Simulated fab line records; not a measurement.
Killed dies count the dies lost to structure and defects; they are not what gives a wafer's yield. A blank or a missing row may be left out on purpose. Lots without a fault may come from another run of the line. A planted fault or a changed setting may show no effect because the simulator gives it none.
fab line records ; flow rit-cmos
[record] lots = 15; wafers = 45; last-day = 8
route steps=202 shown ACTIVE@15 FOX2@24 NRETRO@61 M1@202
lots untouched by any fault: they come from a run of this same line in which no faults occurred
start-h: hours from the record's first day to the start of the lot's first wafer shown ; wait-h: hours since the lot's step before ; " identical to the entry in the row above ; L1.1+2: one row covering several wafers at once ; - no value, or no start was given ; * or withheld: withheld ; < > ~ a bound
route shown NAME@n: a module of which the file shows steps, and the number in the route of the first ; usual: mean/standard deviation taken from wafers without a fault ; same: alike in all rows ; chamber/n: place in a boat ; sites: the reading at each site ; _std_site: standard deviation of those values ; _edge_site: inner sites' mean taken away from outer sites' mean ; radius-mm: for every site, how far away it sits from the centre of the wafer ; mask NAME#n: copy n ; behind: tool/chamber where the wafer was last shaped ; hold: reason for holding the lot/hours on hold/outcome of the hold ; device: transistor that didn't switch, given as n, p or np ; end of line: the route-end tests of the same wafers ; a step without rows: its recipe alone ; killed: the dies lost at the first sort to structure and to defects; this is not the yield of the wafer ; map: the dies of a wafer, with x for killed, . for not killed, _ for no die there
set.NAME: setting as actually run; set.NAME@STEP: the setting as run at that earlier step ; model.NAME: the simulator's own value behind a step, which no gauge read
route steps across a sampled set of lots; one table per step, one row per wafer
services: when a tool's chamber went out of use (start-h, in hours from the record's first day, below 0 if earlier), for how many hours, and the reason
[[steps]]
[step RIT_ACTIVE_STRIP_14]
[recipe] chemistry = O2; time-s = 180; resist = NOVOLAK; platen-temp-c = withheld; power-w = 500; pressure-mtorr = 4000; o2-flow-sccm = 4000
[usual] drypump-motor-current-A = 5.9/0.46
lot.wafer;tool;chamber;start-h;wait-h;drypump-motor-current-A;rf-hours-counter-h
L643.1;plasma-asher-03;0;20.71;0.1;5.5;24
L643.4;plasma-asher-03;1;20.71;0.1;5.5;-
L643.6;plasma-asher-03;1;20.71;0.1;5.5;-
L644.1;plasma-asher-02;1;25.41;0.1;6.5;38
L644.5;plasma-asher-02;1;25.41;0.1;6.5;-
L644.6;plasma-asher-02;0;25.41;0.1;5.7;-
L645.1;plasma-asher-01;0;29.84;0.1;5.5;34
L645.2;plasma-asher-01;1;29.84;0.1;6.4;34
L645.3;plasma-asher-01;1;29.84;0.1;6.4;-
L646.1;plasma-asher-02;1;34.84;0.1;6.6;39
L646.3;plasma-asher-02;1;34.84;0.1;6.5;-
L646.5;plasma-asher-02;0;34.84;0.1;5.7;-
L647.1;plasma-asher-03;1;40.29;0.1;5.4;26
L647.2;plasma-asher-03;0;40.29;0.1;5.6;26
L647.4;plasma-asher-03;0;40.29;0.1;5.6;-
L648.2;plasma-asher-01;0;46.24;0.1;5.5;36
L648.3;plasma-asher-01;1;46.24;0.1;6.4;-
L648.5;plasma-asher-01;0;46.24;0.1;5.5;-
L650.1;plasma-asher-02;0;57.91;0.1;5.7;41
L650.2;plasma-asher-02;1;57.91;0.1;6.5;41
L650.4;plasma-asher-02;1;57.91;0.1;6.6;-
L651.1;plasma-asher-01;0;61.95;0.1;5.4;37
L651.2;plasma-asher-01;1;61.95;0.1;6.3;37
L651.4;plasma-asher-01;0;61.95;0.1;5.4;-
L652.4;plasma-asher-02;0;66.30;0.1;5.7;-
L652.5;plasma-asher-02;0;66.30;0.1;5.6;-
L652.6;plasma-asher-02;1;66.30;0.1;6.5;-
L653.1;plasma-asher-03;1;70.40;0.1;5.5;29
L653.2;plasma-asher-03;0;70.40;0.1;5.5;29
L653.4;plasma-asher-03;1;70.40;0.1;5.5;-
L654.2;plasma-asher-02;1;77.27;0.1;6.5;43
L654.3;plasma-asher-02;1;77.27;0.1;6.5;-
L654.5;plasma-asher-02;0;77.27;0.1;5.7;-
L656.3;plasma-asher-01;0;84.90;0.1;5.5;-
L656.4;plasma-asher-01;1;84.90;0.1;6.4;-
L656.5;plasma-asher-01;0;84.90;0.1;5.4;-
L661.1;plasma-asher-03;0;111.48;0.1;5.5;34
L661.4;plasma-asher-03;0;111.48;0.1;5.5;-
L661.6;plasma-asher-03;0;111.48;0.1;5.6;-
L662.1;plasma-asher-03;1;115.90;0.1;5.5;34
L662.3;plasma-asher-03;0;115.90;0.1;5.5;-
L662.4;plasma-asher-03;1;115.90;0.1;5.5;-
L665.2;plasma-asher-01;1;129.89;0.1;6.4;1
L665.5;plasma-asher-01;1;129.89;0.1;6.4;-
L665.6;plasma-asher-01;0;129.89;0.1;5.4;-
[step RIT_FOX2_THK_MEAS_01]
[recipe] reads = SiO2_of_FOX2_OXIDATION_00
[usual] FOX2_OXIDE_THK = 348/7.8
lot.wafer;tool;chamber;start-h;wait-h;FOX2_OXIDE_THK[nm]
L643.1;film-metro-01;-;25.06;0.0;361
L643.4;film-metro-01;-;25.06;0.0;352
L643.6;film-metro-01;-;25.06;0.0;352
L644.1;film-metro-01;-;28.93;0.0;355
L644.5;film-metro-01;-;28.93;0.0;354
L644.6;film-metro-01;-;28.93;0.0;356
L645.1;film-metro-01;-;33.37;0.0;334
L645.2;film-metro-01;-;33.37;0.0;337
L645.3;film-metro-01;-;33.37;0.0;339
L646.1;film-metro-02;-;41.26;0.0;343
L646.3;film-metro-02;-;41.26;0.0;350
L646.5;film-metro-02;-;41.26;0.0;346
L647.1;film-metro-01;-;49.65;0.0;348
L647.2;film-metro-01;-;49.65;0.0;349
L647.4;film-metro-01;-;49.65;0.0;348
L648.2;film-metro-02;-;56.40;0.0;351
L648.3;film-metro-02;-;56.40;0.0;352
L648.5;film-metro-02;-;56.40;0.0;350
L650.1;film-metro-01;-;64.58;0.0;356
L650.2;film-metro-01;-;64.58;0.0;349
L650.4;film-metro-01;-;64.58;0.0;352
L651.1;film-metro-01;-;66.26;0.0;369
L651.2;film-metro-01;-;66.26;0.0;359
L651.4;film-metro-01;-;66.26;0.0;366
L652.4;film-metro-02;-;69.90;0.0;338
L652.5;film-metro-02;-;69.90;0.0;342
L652.6;film-metro-02;-;69.90;0.0;338
L653.1;film-metro-04;-;79.17;0.0;352
L653.2;film-metro-04;-;79.17;0.0;348
L653.4;film-metro-04;-;79.17;0.0;353
L654.2;film-metro-04;-;81.82;0.0;350
L654.3;film-metro-04;-;81.82;0.0;352
L654.5;film-metro-04;-;81.82;0.0;347
L656.3;film-metro-02;-;89.95;0.0;345
L656.4;film-metro-02;-;89.95;0.0;343
L656.5;film-metro-02;-;89.95;0.0;343
L661.1;film-metro-01;-;117.09;0.0;359
L661.4;film-metro-01;-;117.09;0.0;350
L661.6;film-metro-01;-;117.09;0.0;351
L662.1;film-metro-02;-;120.89;0.0;356
L662.3;film-metro-02;-;120.89;0.0;354
L662.4;film-metro-02;-;120.89;0.0;357
L665.2;film-metro-02;-;135.23;0.0;350
L665.5;film-metro-02;-;135.23;0.0;353
L665.6;film-metro-02;-;135.23;0.0;351
[step RIT_FOX2_THK_MEAS_90]
[recipe] reads = SiO2_of_FOX2_OXIDATION_00
[usual] FIELD_OXIDE_LEFT_1_THK = 322/7.8
lot.wafer;tool;chamber;start-h;wait-h;FIELD_OXIDE_LEFT_1_THK[nm]
L643.1;film-metro-02;-;26.08;0.0;335
L643.4;film-metro-02;-;26.08;0.0;325
L643.6;film-metro-02;-;26.08;0.0;326
L644.1;film-metro-02;-;29.95;0.0;328
L644.5;film-metro-02;-;29.95;0.0;328
L644.6;film-metro-02;-;29.95;0.0;330
L645.1;film-metro-01;-;34.24;0.0;307
L645.2;film-metro-01;-;34.24;0.0;309
L645.3;film-metro-01;-;34.24;0.0;313
L646.1;film-metro-02;-;42.26;0.0;316
L646.3;film-metro-02;-;42.26;0.0;324
L646.5;film-metro-02;-;42.26;0.0;320
L647.1;film-metro-02;-;50.59;0.0;321
L647.2;film-metro-02;-;50.59;0.0;323
L647.4;film-metro-02;-;50.59;0.0;321
L648.2;film-metro-02;-;57.28;0.0;325
L648.3;film-metro-02;-;57.28;0.0;326
L648.5;film-metro-02;-;57.28;0.0;324
L650.1;film-metro-02;-;65.45;0.0;330
L650.2;film-metro-02;-;65.45;0.0;323
L650.4;film-metro-02;-;65.45;0.0;325
L651.1;film-metro-02;-;67.21;0.0;342
L651.2;film-metro-02;-;67.21;0.0;333
L651.4;film-metro-02;-;67.21;0.0;340
L652.4;film-metro-02;-;70.78;0.0;311
L652.5;film-metro-02;-;70.78;0.0;315
L652.6;film-metro-02;-;70.78;0.0;312
L653.1;film-metro-02;-;80.04;0.0;326
L653.2;film-metro-02;-;80.04;0.0;323
L653.4;film-metro-02;-;80.04;0.0;327
L654.2;film-metro-02;-;82.69;0.0;324
L654.3;film-metro-02;-;82.69;0.0;325
L654.5;film-metro-02;-;82.69;0.0;320
L656.3;film-metro-02;-;90.83;0.0;319
L656.4;film-metro-02;-;90.83;0.0;317
L656.5;film-metro-02;-;90.83;0.0;317
L661.1;film-metro-02;-;118.12;0.0;332
L661.4;film-metro-02;-;118.12;0.0;324
L661.6;film-metro-02;-;118.12;0.0;324
L662.1;film-metro-02;-;121.97;0.0;329
L662.3;film-metro-02;-;121.97;0.0;327
L662.4;film-metro-02;-;121.97;0.0;330
L665.2;film-metro-02;-;136.17;0.0;323
L665.5;film-metro-02;-;136.17;0.0;326
L665.6;film-metro-02;-;136.17;0.0;324
[step RIT_NRETRO_IMPLANT_08]
[recipe] species = P; energy-kev = 68.75; dose-cm2 = 1e+13; tilt-deg = 7
[usual] dose-ions-cm2 = 1.0003e+13/1.1e+10; faraday-current-uA = 31.6/0.64; tilt-deg = 7.004/0.02
lot.wafer;tool;chamber;start-h;wait-h;dose-ions-cm2;faraday-current-uA;tilt-deg
L643.1;implanter-02;0;36.32;0.2;9.987e+12;32.4;7.006
L643.4;implanter-02;0;36.32;0.2;9.991e+12;31.2;6.991
L643.6;implanter-02;0;36.32;0.2;9.985e+12;31.5;7.025
L644.1;implanter-02;0;39.92;0.2;1.0015e+13;32.1;6.996
L644.5;implanter-02;0;39.92;0.2;1.0003e+13;32.7;7.009
L644.6;implanter-02;0;39.92;0.2;1.0011e+13;30.2;7.014
L645.1;implanter-03;0;44.24;0.2;1.0003e+13;31.2;7.007
L645.2;implanter-03;0;44.24;0.2;1.0003e+13;32.0;6.991
L645.3;implanter-03;0;44.24;0.2;9.994e+12;31.5;6.997
L646.1;implanter-03;0;57.78;0.2;1.0011e+13;30.4;7.030
L646.3;implanter-03;0;57.78;0.2;1.0029e+13;31.0;7.058
L646.5;implanter-03;0;57.78;0.2;1e+13;30.9;7.073
L647.1;implanter-01;0;62.95;0.2;9.99e+12;31.1;6.997
L647.2;implanter-01;0;62.95;0.2;9.98e+12;31.1;6.995
L647.4;implanter-01;0;62.95;0.2;9.995e+12;32.3;6.975
L648.2;implanter-02;0;69.41;0.2;1.0005e+13;31.6;7.004
L648.3;implanter-02;0;69.41;0.2;1.0007e+13;31.5;7.003
L648.5;implanter-02;0;69.41;0.2;1.0011e+13;31.9;6.996
L650.1;implanter-01;0;75.33;0.2;1.0009e+13;32.4;7.018
L650.2;implanter-01;0;75.33;0.2;1.0016e+13;31.4;6.998
L650.4;implanter-01;0;75.33;0.2;1.0001e+13;32.3;7.006
L651.1;implanter-02;0;80.41;0.2;8.789e+12;27.5;6.984
L651.2;implanter-02;0;80.41;0.2;8.788e+12;27.4;6.999
L651.4;implanter-02;0;80.41;0.2;8.801e+12;26.8;7.010
L652.4;implanter-03;0;80.90;0.2;1.0012e+13;32.1;6.986
L652.5;implanter-03;0;80.90;0.2;1.0012e+13;31.5;7.006
L652.6;implanter-03;0;80.90;0.2;1.0013e+13;31.2;7.021
L653.1;implanter-02;0;91.28;0.2;8.819e+12;27.5;7.035
L653.2;implanter-02;0;91.28;0.2;8.81e+12;28.3;7.004
L653.4;implanter-02;0;91.28;0.2;8.817e+12;27.5;6.987
L654.2;implanter-02;0;94.05;0.2;8.796e+12;27.8;6.979
L654.3;implanter-02;0;94.05;0.2;8.809e+12;27.7;6.989
L654.5;implanter-02;0;94.05;0.2;8.804e+12;28.1;7.018
L656.3;implanter-01;0;102.28;0.2;1.0016e+13;31.8;6.990
L656.4;implanter-01;0;102.28;0.2;9.997e+12;31.9;7.001
L656.5;implanter-01;0;102.28;0.2;1.0021e+13;31.9;7.016
L661.1;implanter-03;0;128.13;0.2;9.969e+12;31.6;7.004
L661.4;implanter-03;0;128.13;0.2;1.0013e+13;31.7;7.026
L661.6;implanter-03;0;128.13;0.2;9.998e+12;31.9;6.988
L662.1;implanter-01;0;131.89;0.2;9.997e+12;31.6;7.015
L662.3;implanter-01;0;131.89;0.2;1.0022e+13;31.3;6.993
L662.4;implanter-01;0;131.89;0.2;1.0015e+13;31.4;7.019
L665.2;implanter-03;0;146.46;0.2;1.0033e+13;32.0;6.986
L665.5;implanter-03;0;146.46;0.2;1.0003e+13;31.0;7.001
L665.6;implanter-03;0;146.46;0.2;1.0018e+13;30.4;6.984
[step RIT_NRETRO_TW_MEAS_10]
[usual] NRETRO_TW = 1046/6.8
lot.wafer;tool;chamber;start-h;wait-h;NRETRO_TW
L643.1;film-metro-03;-;36.64;0.1;1036
L643.4;film-metro-03;-;36.64;0.1;1037
L643.6;film-metro-03;-;36.64;0.1;1041
L644.1;film-metro-01;-;40.25;0.1;1056
L644.5;film-metro-01;-;40.25;0.1;1056
L644.6;film-metro-01;-;40.25;0.1;1058
L645.1;film-metro-04;-;44.90;0.5;1052
L645.2;film-metro-04;-;44.90;0.5;1046
L645.3;film-metro-04;-;44.90;0.5;1043
L646.1;film-metro-03;-;58.10;0.1;1046
L646.3;film-metro-03;-;58.10;0.1;1045
L646.5;film-metro-03;-;58.10;0.1;1047
L647.1;film-metro-03;-;63.27;0.1;1047
L647.2;film-metro-03;-;63.27;0.1;1042
L647.4;film-metro-03;-;63.27;0.1;1043
L648.2;film-metro-04;-;69.72;0.1;1046
L648.3;film-metro-04;-;69.72;0.1;1043
L648.5;film-metro-04;-;69.72;0.1;1042
L650.1;film-metro-04;-;75.65;0.1;1053
L650.2;film-metro-04;-;75.65;0.1;1044
L650.4;film-metro-04;-;75.65;0.1;1043
L651.1;film-metro-04;-;80.73;0.1;999
L651.2;film-metro-04;-;80.73;0.1;1001
L651.4;film-metro-04;-;80.73;0.1;1000
L652.4;film-metro-04;-;81.18;0.1;1046
L652.5;film-metro-04;-;81.18;0.1;1044
L652.6;film-metro-04;-;81.18;0.1;1043
L653.1;film-metro-04;-;91.61;0.1;1001
L653.2;film-metro-04;-;91.61;0.1;1000
L653.4;film-metro-04;-;91.61;0.1;1001
L654.2;film-metro-01;-;94.36;0.1;1016
L654.3;film-metro-01;-;94.36;0.1;1014
L654.5;film-metro-01;-;94.36;0.1;1018
L656.3;film-metro-03;-;102.57;0.1;1044
L656.4;film-metro-03;-;102.57;0.1;1039
L656.5;film-metro-03;-;102.57;0.1;1035
L661.1;film-metro-03;-;128.46;0.1;1046
L661.4;film-metro-03;-;128.46;0.1;1047
L661.6;film-metro-03;-;128.46;0.1;1047
L662.1;film-metro-04;-;132.22;0.1;1049
L662.3;film-metro-04;-;132.22;0.1;1046
L662.4;film-metro-04;-;132.22;0.1;1054
L665.2;film-metro-04;-;146.77;0.1;1037
L665.5;film-metro-04;-;146.77;0.1;1036
L665.6;film-metro-04;-;146.77;0.1;1040
[step RIT_M1_PROBE_99]
[usual] killed-at-front-end = 6.8/3; killed-dies = 6.9/3; killed-open = 3.3/1.9; killed-short = 3.6/1.9
[same] gross-dies = 264; killed_at_M0_to_M3 = 0; killed_at_M4_up = 0; killed-at-back-side = 0; killed-at-contacts = 0; killed-at-other = 0
lot.wafer;tool;chamber;start-h;wait-h;killed-at-front-end;killed-dies;killed-open;killed-short
L643.1;prober-01;-;66.59;0.1;1;1;0;1
L643.4;prober-01;-;66.74;0.2;5;5;3;2
L643.6;prober-01;-;66.84;0.2;4;4;1;3
L644.1;prober-02;-;78.70;0.1;7;7;2;5
L644.5;prober-02;-;78.90;0.2;4;4;0;4
L644.6;prober-02;-;78.95;0.2;6;6;3;3
L645.1;prober-01;-;80.70;0.1;8;8;4;4
L645.2;prober-01;-;80.75;0.1;6;6;3;3
L645.3;prober-01;-;80.80;0.2;8;8;1;7
L646.1;prober-02;-;89.00;0.1;6;6;2;4
L646.3;prober-02;-;89.10;0.2;6;6;3;3
L646.5;prober-02;-;89.20;0.2;3;3;2;1
L647.1;prober-01;-;94.95;0.1;10;10;7;3
L647.2;prober-01;-;95.00;0.1;8;8;3;5
L647.4;prober-01;-;95.10;0.2;5;5;1;4
L648.2;prober-02;-;102.20;0.1;2;2;0;2
L648.3;prober-02;-;102.25;0.2;2;2;1;1
L648.5;prober-02;-;102.35;0.2;4;4;2;2
L650.1;prober-01;-;104.03;0.1;15;15;5;10
L650.2;prober-01;-;104.08;0.1;9;9;3;6
L650.4;prober-01;-;104.18;0.2;11;11;9;2
L651.1;prober-02;-;109.21;0.1;4;4;2;2
L651.2;prober-02;-;109.26;0.1;4;4;2;2
L651.4;prober-02;-;109.36;0.2;11;11;4;7
L652.4;prober-02;-;113.29;0.2;13;13;7;6
L652.5;prober-02;-;113.34;0.2;12;12;5;7
L652.6;prober-02;-;113.39;0.2;13;13;6;7
L653.1;prober-01;-;119.94;0.1;11;11;5;6
L653.2;prober-01;-;119.99;0.1;10;10;3;7
L653.4;prober-01;-;120.09;0.2;4;4;3;1
L654.2;prober-02;-;122.39;0.1;7;7;4;3
L654.3;prober-02;-;122.44;0.2;5;5;1;4
L654.5;prober-02;-;122.54;0.2;6;6;4;2
L656.3;prober-02;-;129.87;0.2;5;5;1;4
L656.4;prober-02;-;129.92;0.2;7;7;5;2
L656.5;prober-02;-;129.97;0.2;4;4;2;2
L661.1;prober-01;-;163.09;0.1;6;6;2;4
L661.4;prober-01;-;163.24;0.2;3;3;0;3
L661.6;prober-01;-;163.34;0.2;7;7;1;6
L662.1;prober-02;-;164.59;0.1;5;5;2;3
L662.3;prober-02;-;164.69;0.2;5;5;1;4
L662.4;prober-02;-;164.74;0.2;4;4;4;0
L665.2;prober-02;-;182.13;0.1;3;3;2;1
L665.5;prober-02;-;182.28;0.2;5;5;1;4
L665.6;prober-02;-;182.33;0.2;7;7;4;3
// killed by level:class
L643.1 REOX:geometric-particle:short=1
L643.4 FOX2:geometric-particle:open=1 GATE:geometric-particle:open=1 GATE:geometric-particle:short=1 SILICIDE:geometric-particle:open=1 SILICIDE:geometric-particle:short=1
L643.6 SPACER:geometric-particle:short=2 GATE:geometric-particle:short=1 GATE:geometric-particle:open=1
L644.1 GATE:geometric-particle:short=4 REOX:geometric-particle:open=1 SPACER:geometric-particle:short=1 SILICIDE:geometric-particle:open=1
L644.5 SPACER:geometric-particle:short=2 FOX2:geometric-particle:short=1 REOX:geometric-particle:short=1
L644.6 GATE:geometric-particle:open=3 SPACER:geometric-particle:short=2 GATE:geometric-particle:short=1
L645.1 GATE:geometric-particle:short=3 GATE:geometric-particle:open=2 SILICIDE:geometric-particle:open=2 FOX1:geometric-particle:short=1
L645.2 GATE:geometric-particle:short=2 SILICIDE:geometric-particle:open=2 GATE:geometric-particle:open=1 SILICIDE:geometric-particle:short=1
L645.3 FOX1:geometric-particle:short=4 SILICIDE:geometric-particle:short=2 GATE:geometric-particle:open=1 SPACER:geometric-particle:short=1
L646.1 GATE:geometric-particle:short=2 FOX1:geometric-particle:open=1 FOX1:geometric-particle:short=1 GATE:geometric-particle:open=1 SILICIDE:geometric-particle:short=1
L646.3 SILICIDE:geometric-particle:short=2 FOX1:geometric-particle:open=1 REOX:geometric-particle:open=1 SPACER:geometric-particle:short=1 SILICIDE:geometric-particle:open=1
L646.5 FOX1:geometric-particle:open=1 GATE:geometric-particle:open=1 GATE:geometric-particle:short=1
L647.1 GATE:geometric-particle:open=6 GATE:geometric-particle:short=2 FOX2:geometric-particle:short=1 SILICIDE:geometric-particle:open=1
L647.2 GATE:geometric-particle:short=2 GATE:geometric-particle:open=2 FOX1:geometric-particle:short=1 SPACER:geometric-particle:short=1 SILICIDE:geometric-particle:open=1 SILICIDE:geometric-particle:short=1
L647.4 FOX1:geometric-particle:short=1 GATE:geometric-particle:open=1 GATE:geometric-particle:short=1 REOX:geometric-particle:short=1 SPACER:geometric-particle:short=1
L648.2 FOX2:geometric-particle:short=1 SILICIDE:geometric-particle:short=1
L648.3 FOX2:geometric-particle:open=1 GATE:geometric-particle:short=1
L648.5 REOX:geometric-particle:short=2 GATE:geometric-particle:open=1 REOX:geometric-particle:open=1
L650.1 FOX1:geometric-particle:short=4 GATE:geometric-particle:short=4 GATE:geometric-particle:open=3 FOX1:geometric-particle:open=1 REOX:geometric-particle:short=1 SPACER:geometric-particle:open=1 SPACER:geometric-particle:short=1
L650.2 FOX1:geometric-particle:short=2 SILICIDE:geometric-particle:short=2 FOX1:geometric-particle:open=1 GATE:geometric-particle:open=1 GATE:geometric-particle:short=1 SPACER:geometric-particle:open=1 SPACER:geometric-particle:short=1
L650.4 FOX1:geometric-particle:open=2 GATE:geometric-particle:open=2 REOX:geometric-particle:open=2 SILICIDE:geometric-particle:open=2 REOX:geometric-particle:short=1 SPACER:geometric-particle:short=1 SPACER:geometric-particle:open=1
L651.1 FOX1:geometric-particle:open=2 GATE:geometric-particle:short=1 REOX:geometric-particle:short=1
L651.2 GATE:geometric-particle:short=2 FOX1:geometric-particle:open=1 SILICIDE:geometric-particle:open=1
L651.4 GATE:geometric-particle:short=2 REOX:geometric-particle:short=2 ACTIVE:geometric-particle:short=1 GATE:geometric-particle:open=1 REOX:geometric-particle:open=1 SPACER:geometric-particle:open=1 SPACER:geometric-particle:short=1 SILICIDE:geometric-particle:open=1
L652.4 GATE:geometric-particle:open=3 ACTIVE:geometric-particle:short=1 FOX2:geometric-particle:open=1 FOX2:geometric-particle:short=1 GATE:geometric-particle:short=1 REOX:geometric-particle:open=1 REOX:geometric-particle:short=1 SPACER:geometric-particle:short=1
L652.5 GATE:geometric-particle:open=4 FOX2:geometric-particle:short=3 FOX1:geometric-particle:short=2 REOX:geometric-particle:open=1 GATE:geometric-particle:short=1 REOX:geometric-particle:short=1
L652.6 FOX2:geometric-particle:open=5 GATE:geometric-particle:short=4 SPACER:geometric-particle:short=3 SPACER:geometric-particle:open=1
L653.1 GATE:geometric-particle:short=5 GATE:geometric-particle:open=5 SILICIDE:geometric-particle:short=1
L653.2 GATE:geometric-particle:short=3 GATE:geometric-particle:open=2 SILICIDE:geometric-particle:short=2 FOX1:geometric-particle:open=1 FOX2:geometric-particle:short=1 REOX:geometric-particle:short=1
L653.4 FOX1:geometric-particle:open=2 GATE:geometric-particle:short=1 GATE:geometric-particle:open=1
L654.2 GATE:geometric-particle:open=2 REOX:geometric-particle:short=2 FOX2:geometric-particle:open=1 FOX2:geometric-particle:short=1 SPACER:geometric-particle:open=1
L654.3 SILICIDE:geometric-particle:short=2 FOX1:geometric-particle:short=1 GATE:geometric-particle:short=1 SILICIDE:geometric-particle:open=1
L654.5 GATE:geometric-particle:open=2 REOX:geometric-particle:short=2 SPACER:geometric-particle:open=1 SILICIDE:geometric-particle:open=1
L656.3 FOX2:geometric-particle:short=3 REOX:geometric-particle:short=1 REOX:geometric-particle:open=1
L656.4 REOX:geometric-particle:open=2 FOX2:geometric-particle:open=1 REOX:geometric-particle:short=1 SPACER:geometric-particle:open=1 SPACER:geometric-particle:short=1 SILICIDE:geometric-particle:open=1
L656.5 FOX1:geometric-particle:short=1 FOX2:geometric-particle:short=1 SPACER:geometric-particle:open=1 SILICIDE:geometric-particle:open=1
L661.1 FOX2:geometric-particle:short=1 GATE:geometric-particle:short=1 GATE:geometric-particle:open=1 REOX:geometric-particle:short=1 SILICIDE:geometric-particle:open=1 SILICIDE:geometric-particle:short=1
L661.4 GATE:geometric-particle:short=3
L661.6 REOX:geometric-particle:short=2 SPACER:geometric-particle:short=2 GATE:geometric-particle:short=1 SILICIDE:geometric-particle:short=1 SILICIDE:geometric-particle:open=1
L662.1 REOX:geometric-particle:short=2 REOX:geometric-particle:open=1 SPACER:geometric-particle:short=1 SPACER:geometric-particle:open=1
L662.3 FOX2:geometric-particle:open=1 FOX2:geometric-particle:short=1 REOX:geometric-particle:short=1 SPACER:geometric-particle:short=1 SILICIDE:geometric-particle:short=1
L662.4 GATE:geometric-particle:open=2 ACTIVE:geometric-particle:open=1 SPACER:geometric-particle:open=1
L665.2 REOX:geometric-particle:open=2 REOX:geometric-particle:short=1
L665.5 GATE:geometric-particle:short=2 ACTIVE:geometric-particle:short=1 GATE:geometric-particle:open=1 SILICIDE:geometric-particle:short=1
L665.6 SILICIDE:geometric-particle:open=2 FOX1:geometric-particle:short=1 REOX:geometric-particle:open=1 REOX:geometric-particle:short=1 SPACER:geometric-particle:open=1 SILICIDE:geometric-particle:short=1
[[services]]
tool;chamber;start-h;hours;kind
implanter-02;-;4.40;4.8;pm
plasma-asher-03;-;16.05;4.5;repair
implanter-03;-;23.99;4.8;pm
implanter-01;-;28.80;3.3;pm
implanter-02;-;107.07;6.0;repair
plasma-asher-01;-;108.75;9.0;pm
plasma-asher-01;0;108.75;9.0;vent-cycle
plasma-asher-01;1;108.75;9.0;vent-cycle
plasma-asher-01;0;117.75;-;clean
plasma-asher-01;1;117.75;-;clean
implanter-03;-;121.80;3.5;repair
plasma-asher-02;-;142.05;0.5;repair
implanter-02;-;145.78;10.3;pm
plasma-asher-01;-;145.83;2.8;pm
[[key]]
[first-sign] step = RIT_NRETRO_IMPLANT_08; reading = dose-ions-cm2; direction = down; sigmas = 99+; usual = 1.0003e+13; struck = 8.804e+12
[effect] step = RIT_NRETRO_IMPLANT_08; reading = faraday-current-uA; direction = down; sigmas = 6.2; usual = 31.6; struck = 27.6
[effect] step = RIT_NRETRO_TW_MEAS_10; reading = NRETRO_TW; direction = down; sigmas = 5.9; usual = 1046; struck = 1006
met-at RIT_NRETRO_IMPLANT_08
struck-lots L651,L653,L654
tester-left-out L651,L653,L654
not-acting-at RIT_ACTIVE_STRIP_14,RIT_FOX2_THK_MEAS_01,RIT_FOX2_THK_MEAS_90
onset-between 69.41 80.41
[fault] kind = process-parameter-drift; tool = implanter-02; chamber = -; onset-h = 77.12; steps = RIT_NRETRO_IMPLANT_08; channel = dose-cm2; offset = -1.2e+12; shape = step; end-h = 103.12; acts-in = these-recipes-only; stated = 1e+13
// tester-left-out: of these lots the tester's yield and bins aren't shown, on N5 and GAA mostly nor the transistor test; their killed dies are dies lost to structure and defects alone, not to doping, threshold or leakage, so they don't give the yield
